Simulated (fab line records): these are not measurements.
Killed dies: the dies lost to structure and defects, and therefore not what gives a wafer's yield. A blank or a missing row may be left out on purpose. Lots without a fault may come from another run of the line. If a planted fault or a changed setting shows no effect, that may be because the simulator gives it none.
fab line records -- flow rit_cmos
[record] lots = 7, wafers = 21, last_day = 6
route steps=202 shown FOX2@24 NWELL@28 PWELL@39 WELLDRIVE@50 M1@202
lots untouched by any fault: they come from a run of this same line in which no faults occurred
start_h: the number of hours between the record's first day and the start of the first shown wafer of the lot -- wait_h: how many hours have passed since the lot's step before this one -- " unchanged from the row above -- L1.1+2: one row covering several wafers at once -- - no value present, or no start provided -- * or withheld: withheld -- < > ~ a bound
route shown NAME@n: a module of which the file shows steps, and the number in the route of the first -- usual: average and standard deviation across the fault-free wafers -- same: alike in all rows -- chamber/n: place in a boat -- sites: per-site readings -- _std_site: their standard deviation -- _edge_site: mean of outer sites minus mean of inner sites -- radius_mm: for every site, how far away it sits from the centre of the wafer -- mask NAME#n: copy n -- behind: the most recent tool/chamber to have shaped the wafer -- hold: why the lot was held/for how many hours/how that ended -- device: names the non-switching transistor (n, p or np) -- end of line: the tests these same wafers got at the end of their route -- a step given without rows: its recipe and nothing more -- killed: at the first sort, the dies lost to defects and structure; wafer yield is something else -- map: a wafer's dies, marking killed ones x, the rest . and places with no die _
set.NAME: the setting the step ran with; set.NAME@STEP: the setting that earlier step ran with -- model.NAME: the simulator's own value behind a step, which no gauge read
lots at some steps of the route; a table a step, a row a wafer
services: from which hour (start_h, from the record's first day; less than 0 if before it) a tool's chamber was out of use, for how many hours, and why
[[steps]]
[step RIT_FOX2_THK_MEAS_01]
[recipe] reads = SiO2_of_FOX2_OXIDATION_00
[usual] FOX2_OXIDE_THK = 351/8.5
lot.wafer,tool,chamber,start_h,wait_h,FOX2_OXIDE_THK[nm]
L835.1,film_metro-01,-,44.99,0.0,341
L835.5,film_metro-01,-,44.99,0.0,344
L835.6,film_metro-01,-,44.99,0.0,343
L836.2,film_metro-03,-,45.00,0.0,358
L836.3,film_metro-03,-,45.00,0.0,355
L836.4,film_metro-03,-,45.00,0.0,346
L841.2,film_metro-01,-,64.30,0.0,357
L841.3,film_metro-01,-,64.30,0.0,348
L841.4,film_metro-01,-,64.30,0.0,349
L842.1,film_metro-01,-,66.24,0.0,351
L842.2,film_metro-01,-,66.24,0.0,344
L842.6,film_metro-01,-,66.24,0.0,346
L843.1,film_metro-02,-,69.69,0.0,369
L843.4,film_metro-02,-,69.69,0.0,360
L843.6,film_metro-02,-,69.69,0.0,365
L844.1,film_metro-01,-,78.89,0.0,348
L844.2,film_metro-01,-,78.89,0.0,354
L844.5,film_metro-01,-,78.89,0.0,351
L848.2,film_metro-01,-,96.15,0.0,365
L848.4,film_metro-01,-,96.15,0.0,367
L848.5,film_metro-01,-,96.15,0.0,368
[step RIT_FOX2_CLEAN_02]
[recipe] chemistry = dHF, dilution = 50:1, time_s = 180
[step RIT_FOX2_WET_ETCH_03]
[recipe] chemistry = H3PO4, target = Si3N4, target_depth_nm = 195, temp_c = 165, time_s = 2700
[step RIT_FOX2_THK_MEAS_90]
[recipe] reads = SiO2_of_FOX2_OXIDATION_00
[usual] FIELD_OXIDE_LEFT_1_THK = 324/8.4
lot.wafer,tool,chamber,start_h,wait_h,FIELD_OXIDE_LEFT_1_THK[nm]
L835.1,film_metro-02,-,45.94,0.0,314
L835.5,film_metro-02,-,45.94,0.0,317
L835.6,film_metro-02,-,45.94,0.0,315
L836.2,film_metro-03,-,45.95,0.0,331
L836.3,film_metro-03,-,45.95,0.0,328
L836.4,film_metro-03,-,45.95,0.0,318
L841.2,film_metro-01,-,65.19,0.0,329
L841.3,film_metro-01,-,65.19,0.0,320
L841.4,film_metro-01,-,65.19,0.0,321
L842.1,film_metro-03,-,67.19,0.0,324
L842.2,film_metro-03,-,67.19,0.0,318
L842.6,film_metro-03,-,67.19,0.0,320
L843.1,film_metro-02,-,70.64,0.0,342
L843.4,film_metro-02,-,70.64,0.0,333
L843.6,film_metro-02,-,70.64,0.0,338
L844.1,film_metro-01,-,79.77,0.0,320
L844.2,film_metro-01,-,79.77,0.0,327
L844.5,film_metro-01,-,79.77,0.0,323
L848.2,film_metro-02,-,97.03,0.0,338
L848.4,film_metro-02,-,97.03,0.0,340
L848.5,film_metro-02,-,97.03,0.0,341
[step RIT_NWELL_HMDS_00]
[recipe] prime_time_s = 60, prime_temp_c = 140
[step RIT_NWELL_COAT_01]
[recipe] resist = NOVOLAK, spin_rpm = 2000, resist_thk_nm = 1300
[step RIT_NWELL_SOFTBAKE_02]
[recipe] resist = NOVOLAK, temp_c = 90, time_s = 60
[step RIT_NWELL_EXPOSE_03]
[recipe] mask_id = M2, na = 0.57, target_cd_nm = 43900, dose_mj = 250
[step RIT_NWELL_PEB_04]
[recipe] resist = NOVOLAK, temp_c = withheld, time_s = withheld
[step RIT_NWELL_DEVELOP_05]
[recipe] resist = NOVOLAK, develop_time_s = 68, dev_temp_c = 23
[step RIT_NWELL_OVL_MEAS_06]
[usual] NWELL_OVL = 0.7/1.4
lot.wafer,tool,chamber,start_h,wait_h,NWELL_OVL[nm]
L835.1,overlay-02,-,47.01,-,0.1
L835.5,overlay-02,-,47.01,-,1.5
L835.6,overlay-02,-,47.01,-,1.5
L836.2,overlay-01,-,47.25,-,1.0
L836.3,overlay-01,-,47.25,-,1.1
L836.4,overlay-01,-,47.25,-,-1.3
L841.2,overlay-02,-,66.22,-,-2.8
L841.3,overlay-02,-,66.22,-,-2.1
L841.4,overlay-02,-,66.22,-,-2.6
L842.1,overlay-01,-,68.80,-,4.5
L842.2,overlay-01,-,68.80,-,1.9
L842.6,overlay-01,-,68.80,-,2.3
L843.1,overlay-02,-,71.58,-,1.0
L843.4,overlay-02,-,71.58,-,-0.7
L843.6,overlay-02,-,71.58,-,1.8
L844.1,overlay-02,-,80.88,-,2.3
L844.2,overlay-02,-,80.88,-,0.7
L844.5,overlay-02,-,80.88,-,-0.7
L848.2,overlay-01,-,97.97,-,1.4
L848.4,overlay-01,-,97.97,-,1.0
L848.5,overlay-01,-,97.97,-,1.8
[step RIT_NWELL_HARDBAKE_07]
[recipe] resist = NOVOLAK, temp_c = 140, time_s = 120
[step RIT_NWELL_IMPLANT_08]
[recipe] species = P, energy_kev = 170, dose_cm2 = 5e+13, tilt_deg = 7
lot.wafer,tool,chamber,start_h,wait_h
L835.1+5+6,implanter-02,0,47.29,0.2
L836.2+3+4,implanter-04,0,47.56,0.2
L841.2+3+4,implanter-01,0,66.62,0.2
L841.2+3+4,implanter-01,0,66.93,0.3
L842.1+2+6,implanter-01,0,69.09,0.2
L842.1+2+6,implanter-01,0,69.40,0.3
L843.1+4+6,implanter-02,0,71.87,0.2
L843.1+4+6,implanter-02,0,72.19,0.3
L844.1+2+5,implanter-04,0,81.28,0.2
L848.2+4+5,implanter-02,0,98.27,0.2
[step RIT_NWELL_STRIP_09]
[recipe] chemistry = O2, time_s = 180, resist = NOVOLAK, platen_temp_c = withheld, power_w = 500, pressure_mtorr = 4000, o2_flow_sccm = 4000
[usual] drypump_motor_current_A = 6.1/0.43
lot.wafer,tool,chamber,start_h,wait_h,drypump_motor_current_A,rf_hours_counter_h
L835.1,plasma_asher-01,1,47.44,0.1,5.8,38
L835.5,plasma_asher-01,0,47.44,0.1,5.9,-
L835.6,plasma_asher-01,1,47.44,0.1,5.8,-
L836.2,plasma_asher-03,1,47.68,0.1,5.4,36
L836.3,plasma_asher-03,1,47.68,0.1,5.4,-
L836.4,plasma_asher-03,0,47.68,0.1,5.9,-
L841.2,plasma_asher-04,1,67.06,0.1,6.7,27
L841.3,plasma_asher-04,0,67.06,0.1,6.4,-
L841.4,plasma_asher-04,1,67.06,0.1,6.7,-
L842.1,plasma_asher-03,1,69.55,0.1,5.5,39
L842.2,plasma_asher-03,0,69.55,0.1,5.9,39
L842.6,plasma_asher-03,0,69.55,0.1,5.9,-
L843.1,plasma_asher-01,1,72.34,0.1,5.8,41
L843.4,plasma_asher-01,1,72.34,0.1,5.8,-
L843.6,plasma_asher-01,1,72.34,0.1,5.8,-
L844.1,plasma_asher-04,1,81.43,0.1,6.7,30
L844.2,plasma_asher-04,0,81.43,0.1,6.4,30
L844.5,plasma_asher-04,0,81.43,0.1,6.4,-
L848.2,plasma_asher-04,1,98.40,0.1,6.7,33
L848.4,plasma_asher-04,0,98.40,0.1,6.4,-
L848.5,plasma_asher-04,0,98.40,0.1,6.4,-
[step RIT_NWELL_TW_MEAS_10]
[usual] NWELL_TW = 2164/24
lot.wafer,tool,chamber,start_h,wait_h,NWELL_TW
L835.1,film_metro-03,-,47.62,0.1,2141
L835.5,film_metro-03,-,47.62,0.1,2147
L835.6,film_metro-03,-,47.62,0.1,2142
L836.2,film_metro-04,-,47.87,0.1,2144
L836.3,film_metro-04,-,47.87,0.1,2145
L836.4,film_metro-04,-,47.87,0.1,2142
L841.2,film_metro-01,-,67.24,0.1,2735
L841.3,film_metro-01,-,67.24,0.1,2723
L841.4,film_metro-01,-,67.24,0.1,2727
L841.2,film_metro-01,-,67.47,0.2,2713
L841.3,film_metro-01,-,67.47,0.2,2714
L841.4,film_metro-01,-,67.47,0.2,2709
L842.1,film_metro-01,-,69.73,0.1,2724
L842.2,film_metro-01,-,69.73,0.1,2716
L842.6,film_metro-01,-,69.73,0.1,2719
L842.1,film_metro-01,-,70.00,0.3,2720
L842.2,film_metro-01,-,70.00,0.3,2717
L842.6,film_metro-01,-,70.00,0.3,2717
L843.1,film_metro-01,-,72.51,0.1,2706
L843.4,film_metro-01,-,72.51,0.1,2703
L843.6,film_metro-01,-,72.51,0.1,2714
L843.1,film_metro-01,-,72.74,0.2,2709
L843.4,film_metro-01,-,72.74,0.2,2730
L843.6,film_metro-01,-,72.74,0.2,2708
L844.1,film_metro-04,-,81.61,0.1,2125
L844.2,film_metro-04,-,81.61,0.1,2124
L844.5,film_metro-04,-,81.61,0.1,2136
L848.2,film_metro-01,-,98.58,0.1,2185
L848.4,film_metro-01,-,98.58,0.1,2173
L848.5,film_metro-01,-,98.58,0.1,2181
[step RIT_PWELL_HMDS_00]
[recipe] prime_time_s = 60, prime_temp_c = 140
[step RIT_PWELL_COAT_01]
[recipe] resist = NOVOLAK, spin_rpm = 2000, resist_thk_nm = 1300
[step RIT_PWELL_SOFTBAKE_02]
[recipe] resist = NOVOLAK, temp_c = 90, time_s = 60
[step RIT_PWELL_EXPOSE_03]
[recipe] mask_id = M3, na = 0.57, target_cd_nm = 43700, dose_mj = 250
[step RIT_PWELL_PEB_04]
[recipe] resist = NOVOLAK, temp_c = withheld, time_s = withheld
[step RIT_PWELL_DEVELOP_05]
[recipe] resist = NOVOLAK, develop_time_s = 68, dev_temp_c = 23
[step RIT_PWELL_OVL_MEAS_06]
[usual] PWELL_OVL = -0.3/1.2
lot.wafer,tool,chamber,start_h,wait_h,PWELL_OVL[nm]
L835.1,overlay-02,-,48.56,-,-0.2
L835.5,overlay-02,-,48.56,-,1.8
L835.6,overlay-02,-,48.56,-,1.1
L836.2,overlay-02,-,48.93,-,2.6
L836.3,overlay-02,-,48.93,-,0.1
L836.4,overlay-02,-,48.93,-,-1.7
L841.2,overlay-01,-,69.71,-,-0.5
L841.3,overlay-01,-,69.71,-,-1.0
L841.4,overlay-01,-,69.71,-,-1.1
L842.1,overlay-02,-,72.43,-,-0.6
L842.2,overlay-02,-,72.43,-,-2.1
L842.6,overlay-02,-,72.43,-,0.3
L843.1,overlay-01,-,76.88,-,-0.7
L843.4,overlay-01,-,76.88,-,-0.4
L843.6,overlay-01,-,76.88,-,-0.9
L844.1,overlay-02,-,82.67,-,1.9
L844.2,overlay-02,-,82.67,-,-0.6
L844.5,overlay-02,-,82.67,-,-1.1
L848.2,overlay-01,-,99.81,-,-3.3
L848.4,overlay-01,-,99.81,-,-1.7
L848.5,overlay-01,-,99.81,-,-1.7
[step RIT_PWELL_HARDBAKE_07]
[recipe] resist = NOVOLAK, temp_c = 140, time_s = 120
[step RIT_PWELL_IMPLANT_08]
[recipe] species = B, energy_kev = 170, dose_cm2 = 7e+13, tilt_deg = 7
[step RIT_PWELL_STRIP_09]
[recipe] chemistry = O2, time_s = 180, resist = NOVOLAK, platen_temp_c = withheld, power_w = 500, pressure_mtorr = 4000, o2_flow_sccm = 4000
[usual] drypump_motor_current_A = 5.66/0.21
lot.wafer,tool,chamber,start_h,wait_h,drypump_motor_current_A,rf_hours_counter_h
L835.1,plasma_asher-02,0,48.99,0.1,5.81,41
L835.5,plasma_asher-02,0,48.99,0.1,5.78,-
L835.6,plasma_asher-02,1,48.99,0.1,5.37,-
L836.2,plasma_asher-01,0,49.36,0.1,5.84,38
L836.3,plasma_asher-01,1,49.36,0.1,5.83,-
L836.4,plasma_asher-01,0,49.36,0.1,5.86,-
L841.2,plasma_asher-01,1,70.24,0.1,5.83,40
L841.3,plasma_asher-01,1,70.24,0.1,5.80,-
L841.4,plasma_asher-01,0,70.24,0.1,5.87,-
L842.1,plasma_asher-02,0,72.95,0.1,5.77,44
L842.2,plasma_asher-02,1,72.95,0.1,5.36,44
L842.6,plasma_asher-02,1,72.95,0.1,5.37,-
L843.1,plasma_asher-02,0,77.38,0.1,5.77,44
L843.4,plasma_asher-02,0,77.38,0.1,5.78,-
L843.6,plasma_asher-02,0,77.38,0.1,5.80,-
L844.1,plasma_asher-03,1,83.11,0.1,5.43,41
L844.2,plasma_asher-03,0,83.11,0.1,5.86,41
L844.5,plasma_asher-03,0,83.11,0.1,5.87,-
L848.2,plasma_asher-03,1,100.50,0.1,5.46,44
L848.4,plasma_asher-03,1,100.50,0.1,5.45,-
L848.5,plasma_asher-03,1,100.50,0.1,5.47,-
[step RIT_PWELL_TW_MEAS_10]
[usual] PWELL_TW = 957/11
lot.wafer,tool,chamber,start_h,wait_h,PWELL_TW
L835.1,film_metro-03,-,49.17,0.1,953
L835.5,film_metro-03,-,49.17,0.1,950
L835.6,film_metro-03,-,49.17,0.1,951
L836.2,film_metro-01,-,49.54,0.1,976
L836.3,film_metro-01,-,49.54,0.1,973
L836.4,film_metro-01,-,49.54,0.1,970
L841.2,film_metro-04,-,70.42,0.1,947
L841.3,film_metro-04,-,70.42,0.1,950
L841.4,film_metro-04,-,70.42,0.1,948
L842.1,film_metro-04,-,73.12,0.1,939
L842.2,film_metro-04,-,73.12,0.1,939
L842.6,film_metro-04,-,73.12,0.1,940
L843.1,film_metro-01,-,77.61,0.2,973
L843.4,film_metro-01,-,77.61,0.2,968
L843.6,film_metro-01,-,77.61,0.2,966
L844.1,film_metro-03,-,83.29,0.1,952
L844.2,film_metro-03,-,83.29,0.1,944
L844.5,film_metro-03,-,83.29,0.1,948
L848.2,film_metro-01,-,100.68,0.1,973
L848.4,film_metro-01,-,100.68,0.1,965
L848.5,film_metro-01,-,100.68,0.1,974
[step RIT_WELLDRIVE_ANNEAL_00]
[recipe] temp_c = 1100, time_s = 14700, ambient = N2
[step RIT_WELLDRIVE_RS_MEAS_01]
[recipe] thk_meas_gauge = four-point-probe
[usual] NWELL_RS = 275.5/0.68
lot.wafer,tool,chamber,start_h,wait_h,NWELL_RS[ohm/sq]
L835.1,film_metro-01,-,55.41,0.0,276.0
L835.5,film_metro-01,-,55.41,0.0,275.9
L835.6,film_metro-01,-,55.41,0.0,276.0
L836.2,film_metro-04,-,55.43,0.0,273.8
L836.3,film_metro-04,-,55.43,0.0,274.7
L836.4,film_metro-04,-,55.43,0.0,274.2
L841.2,film_metro-04,-,76.69,0.0,182.3
L841.3,film_metro-04,-,76.69,0.0,182.2
L841.4,film_metro-04,-,76.69,0.0,182.4
L841.2,film_metro-04,-,76.97,0.3,182.2
L841.3,film_metro-04,-,76.97,0.3,182.6
L841.4,film_metro-04,-,76.97,0.3,182.3
L842.1,film_metro-03,-,78.26,0.0,182.2
L842.2,film_metro-03,-,78.26,0.0,183.0
L842.6,film_metro-03,-,78.26,0.0,183.0
L842.1,film_metro-03,-,78.55,0.3,182.7
L842.2,film_metro-03,-,78.55,0.3,183.0
L842.6,film_metro-03,-,78.55,0.3,182.9
L843.1,film_metro-01,-,82.75,0.0,182.4
L843.4,film_metro-01,-,82.75,0.0,182.9
L843.6,film_metro-01,-,82.75,0.0,182.4
L843.1,film_metro-01,-,83.10,0.3,182.4
L843.4,film_metro-01,-,83.10,0.3,182.8
L843.6,film_metro-01,-,83.10,0.3,182.5
L844.1,film_metro-01,-,89.01,0.0,275.3
L844.2,film_metro-01,-,89.01,0.0,275.2
L844.5,film_metro-01,-,89.01,0.0,274.9
L848.2,film_metro-01,-,106.48,0.0,275.8
L848.4,film_metro-01,-,106.48,0.0,275.6
L848.5,film_metro-01,-,106.48,0.0,274.9
[step RIT_M1_PROBE_99]
[usual] defect_limited_yield = 97.2/1.1, killed_at_contacts = 0.0/0.2, killed_at_front_end = 7.3/2.8, killed_dies = 7.3/2.8, killed_open = 3.8/1.9, killed_short = 3.5/1.8, sort_bin_3_pad_short = 0.1/0.23, sort_bin_5_function = 1.6/0.85, sort_bin_6_memory = 1.0/0.62, sort_n_pass = 256.7/2.8, sort_yield_pct = 97.2/1.1
[same] gross_dies = 264, killed_at_M0_to_M3 = 0, killed_at_M4_up = 0, killed_at_back_side = 0, killed_at_other = 0
lot.wafer,tool,chamber,start_h,wait_h,defect_limited_yield[%],killed_at_contacts,killed_at_front_end,killed_dies,killed_open,killed_short,sort_bin_3_pad_short[%],sort_bin_5_function[%],sort_bin_6_memory[%],sort_n_pass,sort_yield_pct[%]
L835.1,prober-01,-,89.70,0.1,97.0,0,8,8,5,3,0,2.3,0.8,256.0,97.0
L835.5,prober-01,-,89.90,0.2,98.1,0,5,5,2,3,0,1.1,0.8,259.0,98.1
L835.6,prober-01,-,89.95,0.2,95.5,1,11,12,5,7,0.4,3.4,0.8,252.0,95.5
L836.2,prober-02,-,91.25,0.1,96.6,0,9,9,5,4,0,2.7,0.8,255.0,96.6
L836.3,prober-02,-,91.30,0.2,98.5,0,4,4,0,4,0.4,0,1.1,260.0,98.5
L836.4,prober-02,-,91.35,0.2,96.2,1,9,10,7,3,0,1.5,2.3,254.0,96.2
L844.1,prober-02,-,118.82,0.1,96.6,0,9,9,4,5,0,1.9,1.5,255.0,96.6
L844.2,prober-02,-,118.87,0.1,98.1,0,5,5,3,2,0.4,1.5,0,259.0,98.1
L844.5,prober-02,-,119.02,0.2,97.0,0,8,8,2,6,0.4,1.9,0.8,256.0,97.0
L848.2,prober-02,-,137.62,0.1,96.2,0,10,10,6,4,0,2.7,1.1,254.0,96.2
L848.4,prober-02,-,137.72,0.2,98.9,0,3,3,1,2,0.4,0.8,0,261.0,98.9
L848.5,prober-02,-,137.77,0.2,96.6,0,9,9,5,4,0,1.9,1.5,255.0,96.6
// killed by level:class
L835.1 GATE:geometric_particle:open=2 SPACER:geometric_particle:open=2 FOX1:geometric_particle:short=1 FOX1:geometric_particle:open=1 GATE:geometric_particle:short=1 SPACER:geometric_particle:short=1
L835.5 REOX:geometric_particle:short=2 REOX:geometric_particle:open=1 SPACER:geometric_particle:short=1 SILICIDE:geometric_particle:open=1
L835.6 SILICIDE:geometric_particle:short=3 REOX:geometric_particle:short=2 SPACER:geometric_particle:short=2 GATE:geometric_particle:open=1 REOX:geometric_particle:open=1 SPACER:geometric_particle:open=1 SILICIDE:geometric_particle:open=1 CONTACT:geometric_particle:open=1
L836.2 GATE:geometric_particle:open=3 GATE:geometric_particle:short=2 FOX1:geometric_particle:short=1 FOX1:geometric_particle:open=1 REOX:geometric_particle:short=1 REOX:geometric_particle:open=1
L836.3 FOX1:geometric_particle:short=2 GATE:geometric_particle:short=1 REOX:geometric_particle:short=1
L836.4 GATE:geometric_particle:open=5 FOX1:geometric_particle:open=1 GATE:geometric_particle:short=1 REOX:geometric_particle:short=1 SILICIDE:geometric_particle:short=1 CONTACT:geometric_particle:open=1
L844.1 SILICIDE:geometric_particle:short=3 GATE:geometric_particle:short=2 FOX1:geometric_particle:open=1 GATE:geometric_particle:open=1 REOX:geometric_particle:open=1 SILICIDE:geometric_particle:open=1
L844.2 GATE:geometric_particle:open=2 GATE:geometric_particle:short=1 SPACER:geometric_particle:short=1 SILICIDE:geometric_particle:open=1
L844.5 GATE:geometric_particle:short=2 REOX:geometric_particle:short=2 GATE:geometric_particle:open=1 REOX:geometric_particle:open=1 SPACER:geometric_particle:short=1 SILICIDE:geometric_particle:short=1
L848.2 GATE:geometric_particle:open=3 FOX1:geometric_particle:open=2 GATE:geometric_particle:short=2 ACTIVE:geometric_particle:open=1 FOX1:geometric_particle:short=1 SPACER:geometric_particle:short=1
L848.4 GATE:geometric_particle:short=2 FOX1:geometric_particle:open=1
L848.5 GATE:geometric_particle:open=2 GATE:geometric_particle:short=2 FOX1:geometric_particle:open=1 FOX1:geometric_particle:short=1 REOX:geometric_particle:open=1 SPACER:geometric_particle:open=1 SILICIDE:geometric_particle:short=1
[[services]]
tool,chamber,start_h,hours,kind
implanter-02,-,27.14,9.0,pm
implanter-02,-,79.65,3.0,pm
plasma_asher-01,-,83.33,28.1,pm
implanter-01,-,89.92,3.4,repair
[[key]]
[first_sign] step = RIT_NWELL_IMPLANT_08, reading = visit, direction = added
[effect] step = RIT_NWELL_TW_MEAS_10, reading = visit, direction = added
[effect] step = RIT_NWELL_TW_MEAS_10, reading = NWELL_TW, direction = up, sigmas = 23, usual = 2164, struck = 2719
[effect] step = RIT_WELLDRIVE_RS_MEAS_01, reading = visit, direction = added
[effect] step = RIT_WELLDRIVE_RS_MEAS_01, reading = NWELL_RS, direction = down, sigmas = 99+, usual = 275.5, struck = 182.5
met_at RIT_NWELL_IMPLANT_08
struck_wafers L841.2,L841.3,L841.4,L842.1,L842.2,L842.6,L843.1,L843.4,L843.6
scrapped_behind RIT_WELLDRIVE_RS_MEAS_01 L841.2,L841.3,L841.4,L842.1,L842.2,L842.6,L843.1,L843.4,L843.6
[fault] kind = repeated_step_whole, tool = implanter-01,implanter-02,implanter-04, chamber = -, onset_h = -, steps = RIT_NWELL_IMPLANT_08, times = 1, scope = struck_lots_only
